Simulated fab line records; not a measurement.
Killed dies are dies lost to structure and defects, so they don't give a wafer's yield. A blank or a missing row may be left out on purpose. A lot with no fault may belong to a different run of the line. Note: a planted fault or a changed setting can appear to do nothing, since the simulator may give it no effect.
fab line records | flow berkeley_cmos170
record: lots: 7 wafers: 21 last_day: 11
route steps=331 shown SACOX@97 SCREENOX@100 NVT@104
lots that met no fault: from a run of the same line without faults
start_h: the number of hours between the record's first day and the start of the first shown wafer of the lot | wait_h: how many hours have passed since the lot's step before this one | " same as the row above | L1.1+2: several wafers, shown together as one row | - value missing, or start not given | * or withheld: withheld | < > ~ a bound
route shown NAME@n: names a module that has steps shown in the file, with the first one's number in the route | usual: mean and standard deviation over wafers with no fault | same: alike in all rows | chamber/n: place in a boat | sites: per-site readings | _std_site: how widely they spread, as a standard deviation | _edge_site: mean of outer sites minus mean of inner sites | radius_mm: how far each site lies from the wafer's centre | mask NAME#n: copy n | behind: the last tool/chamber to shape the wafer | hold: cause of the lot's hold/its duration in hours/its outcome | device: names the non-switching transistor (n, p or np) | end of line: the route-end tests of the same wafers | a step with no rows: only its recipe | killed: not the wafer's yield, but the dies lost to structure and defects at the first sort | map: a wafer's dies, marking killed ones x, the rest . and places with no die _
set.NAME: the setting that was run; set.NAME@STEP: the one run at that earlier step | model.NAME: the simulator's own value behind a step, which no gauge read
certain route steps with their lots: each step a table, each wafer a row
services: a tool's chamber out of use, with start hour (start_h, from the record's first day; less than 0 if before it), hours out, and reason
== steps ==
step: UCB170_SACOX_CLEAN_00
recipe: chemistry: dHF dilution: 25:1 time_s: 7.5
step: UCB170_SACOX_OXIDATION_01
recipe: temp_c: 900 ambient: O2 target_thk_a: 144 ox_time_s: 2400
step: UCB170_SACOX_THK_MEAS_02
recipe: reads: SiO2_of_SACOX_OXIDATION_01
usual: SACOX_OXIDE_THK: 14.37/0.28
columns lot.wafer tool chamber start_h wait_h SACOX_OXIDE_THK[nm]
L834.3 film_metro-04 - 95.32 0.0 14.18
L834.4 " - " " 14.16
L834.6 " - " " 14.28
L836.1 film_metro-03 - 108.58 0.0 14.69
L836.4 " - " " 14.57
L836.6 " - " " 14.58
L839.2 film_metro-02 - 134.99 0.0 14.32
L839.3 " - " " 14.52
L839.5 " - " " 14.74
L841.1 film_metro-04 - 138.14 0.0 14.53
L841.4 " - " " 14.33
L841.6 " - " " 14.40
L855.3 film_metro-03 - 217.06 0.0 14.32
L855.5 " - " " 14.22
L855.6 " - " " 14.39
L856.2 film_metro-02 - 217.09 0.0 14.79
L856.4 " - " " 14.81
L856.5 " - " " 14.79
L854.2 film_metro-03 - 217.11 0.1 14.95
L854.4 " - " " 14.75
L854.5 " - " " 14.71
step: UCB170_SCREENOX_WET_ETCH_00
recipe: chemistry: dHF dilution: 25:1 target: SiO2 temp_c: 25 time_s: 200
step: UCB170_SCREENOX_OXIDATION_01
recipe: temp_c: 900 ambient: O2 target_thk_a: 144 ox_time_s: 2400
step: UCB170_SCREENOX_THK_MEAS_02
recipe: reads: SiO2_of_SCREENOX_OXIDATION_01
usual: SCREENOX_OXIDE_THK: 14.34/0.27
columns lot.wafer tool chamber start_h wait_h SCREENOX_OXIDE_THK[nm]
L834.3 film_metro-01 - 100.42 0.0 14.52
L834.4 " - " " 14.39
L834.6 " - " " 14.56
L836.1 film_metro-01 - 111.76 0.0 14.27
L836.4 " - " " 14.07
L836.6 " - " " 14.33
L839.2 film_metro-02 - 139.40 0.0 14.58
L839.3 " - " " 14.42
L839.5 " - " " 14.35
L841.1 film_metro-04 - 144.56 0.0 14.15
L841.4 " - " " 14.19
L841.6 " - " " 14.22
L856.2 film_metro-01 - 218.96 0.0 14.09
L856.4 " - " " 14.10
L856.5 " - " " 14.07
L855.3 film_metro-02 - 218.97 0.0 14.14
L855.5 " - " " 14.33
L855.6 " - " " 14.45
L854.2 film_metro-02 - 219.02 0.1 14.19
L854.4 " - " " 14.12
L854.5 " - " " 14.36
step: UCB170_SCREENOX_ANNEAL_03
recipe: temp_c: 900 time_s: 900 ambient: N2
step: UCB170_NVT_HMDS_00
recipe: prime_time_s: 60 prime_temp_c: 100
step: UCB170_NVT_COAT_01
recipe: resist: KrF spin_rpm: 1500 resist_thk_nm: 900
step: UCB170_NVT_SOFTBAKE_02
recipe: resist: KrF temp_c: 130 time_s: 60
step: UCB170_NVT_EXPOSE_03
recipe: mask_id: PWELL target_cd_nm: 3000 na: 0.5 sigma_outer: 0.6 source_shape: conventional dose_mj: 30
step: UCB170_NVT_PEB_04
recipe: peb_temp_c: 130 peb_time_s: withheld resist: KrF
step: UCB170_NVT_DEVELOP_05
recipe: developer: TMAH develop_time_s: 45 resist: KrF dev_temp_c: 21
columns lot.wafer tool chamber start_h wait_h
L834.3+4+6 litho_track-01 0 106 -
L836.1+4+6 litho_track-03 0 116 -
L839.2+3+5 litho_track-03 0 146 -
L841.1+4+6 litho_track-01 0 151 -
L855.3+5+6 litho_track-01 0 222 -
L856.2+4+5 litho_track-01 0 222 -
L854.2+4+5 litho_track-01 0 223 -
step: UCB170_NVT_OVL_MEAS_06
usual: NVT_OVL: 0/5.8
columns lot.wafer tool chamber start_h wait_h NVT_OVL[nm]
L834.3 overlay-02 - 107.09 - -4
L834.4 " - " " -3
L834.6 " - " " -5
L836.1 overlay-01 - 116.73 - -2
L836.4 " - " " -8
L836.6 " - " " -7
L839.2 overlay-02 - 146.99 - 9
L839.3 " - " " 7
L839.5 " - " " 7
L841.1 overlay-01 - 151.83 - -2
L841.4 " - " " 3
L841.6 " - " " -1
L855.3 overlay-02 - 222.72 - -2
L855.5 " - " " -9
L855.6 " - " " -14
L856.2 overlay-01 - 222.99 - -4
L856.4 " - " " -6
L856.5 " - " " -7
L854.2 overlay-02 - 223.26 - -2
L854.4 " - " " -6
L854.5 " - " " -8
step: UCB170_NVT_IMPLANT_07
recipe: species: BF2 dose_cm2: 3e+12 energy_kev: 50 tilt_deg: 7
step: UCB170_NVT_STRIP_08
recipe: chemistry: O2 power_w: 400 pressure_mtorr: 3500 platen_temp_c: withheld o2_flow_sccm: 400 overash_fraction: 0.5
usual: chamber_pressure_mTorr: 3499.9/3 drypump_motor_current_A: 5.9/0.35 oes_product_au: 0.735/0.0042 strip_time_to_endpoint_s: 21.60/0.065
columns lot.wafer tool chamber start_h wait_h chamber_pressure_mTorr drypump_motor_current_A oes_product_au rf_hours_counter_h strip_time_to_endpoint_s
L834.3 plasma_asher-01 0 107.29 0.1 3494.9 5.5 0.732 - 21.66
L834.4 " 1 " " 3502.4 6.3 0.736 - 21.64
L834.6 " 0 " " 3499.5 5.5 0.736 - 21.66
L836.1 plasma_asher-03 1 116.92 0.1 3496.9 6.3 0.735 41 21.49
L836.4 " 1 " " 3500.2 6.3 0.735 - 21.48
L836.6 " 1 " " 3497.9 6.4 0.732 - 21.53
L839.2 plasma_asher-02 0 147.17 0.1 3503.9 5.8 0.735 4 21.50
L839.3 " 1 " " 3500.5 5.8 0.734 - 21.51
L839.5 " 0 " " 3499.4 5.8 0.735 - 21.56
L841.1 plasma_asher-03 0 152.02 0.1 3497.4 5.6 0.738 46 21.69
L841.4 " 1 " " 3495.1 6.4 0.733 - 21.65
L841.6 " 0 " " 3501.2 5.6 0.730 - 21.68
L855.3 plasma_asher-03 1 222.93 0.1 3499.4 6.3 0.731 - 21.63
L855.5 " 0 " " 3497.5 5.6 0.735 - 21.62
L855.6 " 1 " " 3501.1 6.4 0.742 - 21.57
L856.2 plasma_asher-03 1 223.17 0.1 3493.1 6.3 0.729 54 21.70
L856.4 " 1 " " 3501.2 6.4 0.737 - 21.65
L856.5 " 0 " " 3501.9 5.6 0.734 - 21.67
L854.2 plasma_asher-01 1 223.44 0.1 3502.1 6.3 0.727 48 21.68
L854.4 " 1 " " 3503.6 6.3 0.739 - 21.65
L854.5 " 1 " " 3502.2 6.3 0.740 - 21.67
step: UCB170_NVT_TW_MEAS_09
usual: NVT_TW: 525.1/2.4
columns lot.wafer tool chamber start_h wait_h NVT_TW
L834.3 film_metro-02 - 107.38 0.1 527.0
L834.4 " - " " 525.3
L834.6 " - " " 524.9
L836.1 film_metro-03 - 117.02 0.1 525.3
L836.4 " - " " 523.2
L836.6 " - " " 524.4
L839.2 film_metro-03 - 147.28 0.1 527.4
L839.3 " - " " 522.6
L839.5 " - " " 528.7
L841.1 film_metro-02 - 152.12 0.1 522.2
L841.4 " - " " 523.7
L841.6 " - " " 521.6
L855.3 film_metro-01 - 223.01 0.1 29.8
L855.5 " - " " 29.9
L855.6 " - " " 30.0
L856.2 film_metro-03 - 223.28 0.1 30.2
L856.4 " - " " 30.2
L856.5 " - " " 30.2
L854.2 film_metro-01 - 223.55 0.1 29.8
L854.4 " - " " 30.0
L854.5 " - " " 29.9
step: UCB170_NVT_CLEAN_10
recipe: chemistry: SPM temp_c: 120 time_s: 600
== services ==
columns tool chamber start_h hours kind
plasma_asher-02 - 108.81 9.0 pm
plasma_asher-02 0 108.81 9.0 vent_cycle
plasma_asher-02 1 108.81 9.0 vent_cycle
plasma_asher-02 0 117.81 - clean
plasma_asher-02 1 117.81 - clean
plasma_asher-01 - 118.69 29.4 pm
plasma_asher-01 - 148.06 14.6 pm
plasma_asher-01 - 193.15 0.9 repair
plasma_asher-02 - 217.50 15.6 pm
== key ==
first_sign: step: UCB170_NVT_TW_MEAS_09 reading: NVT_TW direction: down sigmas: 99+ usual: 525.1 struck: 30.0
effect none on later readings
met_at UCB170_NVT_DEVELOP_05
struck_wafers L854.2,L854.4,L854.5,L855.3,L855.5,L855.6,L856.2,L856.4,L856.5
sort_left_out L854.2,L854.4,L854.5,L855.3,L855.5,L855.6,L856.2,L856.4,L856.5
tester_left_out L854,L855,L856
onset_between 151 222
also_fits time
fault: kind: process_parameter_drift tool: litho_track-01 chamber: - onset_h: 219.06 steps: UCB170_NVT_DEVELOP_05 channel: develop_time_s offset: * shape: step end_h: 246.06 acts_in: * stated: *
tester_left_out: of these lots the tester's yield and bins aren't shown, on N5 and GAA mostly nor the transistor test; their killed dies are dies lost to structure and defects alone, not to doping, threshold or leakage, so they don't give the yield
sort_left_out: the simulated sort isn't trusted on such a fault, so these wafers' sort isn't shown, and their yield isn't known
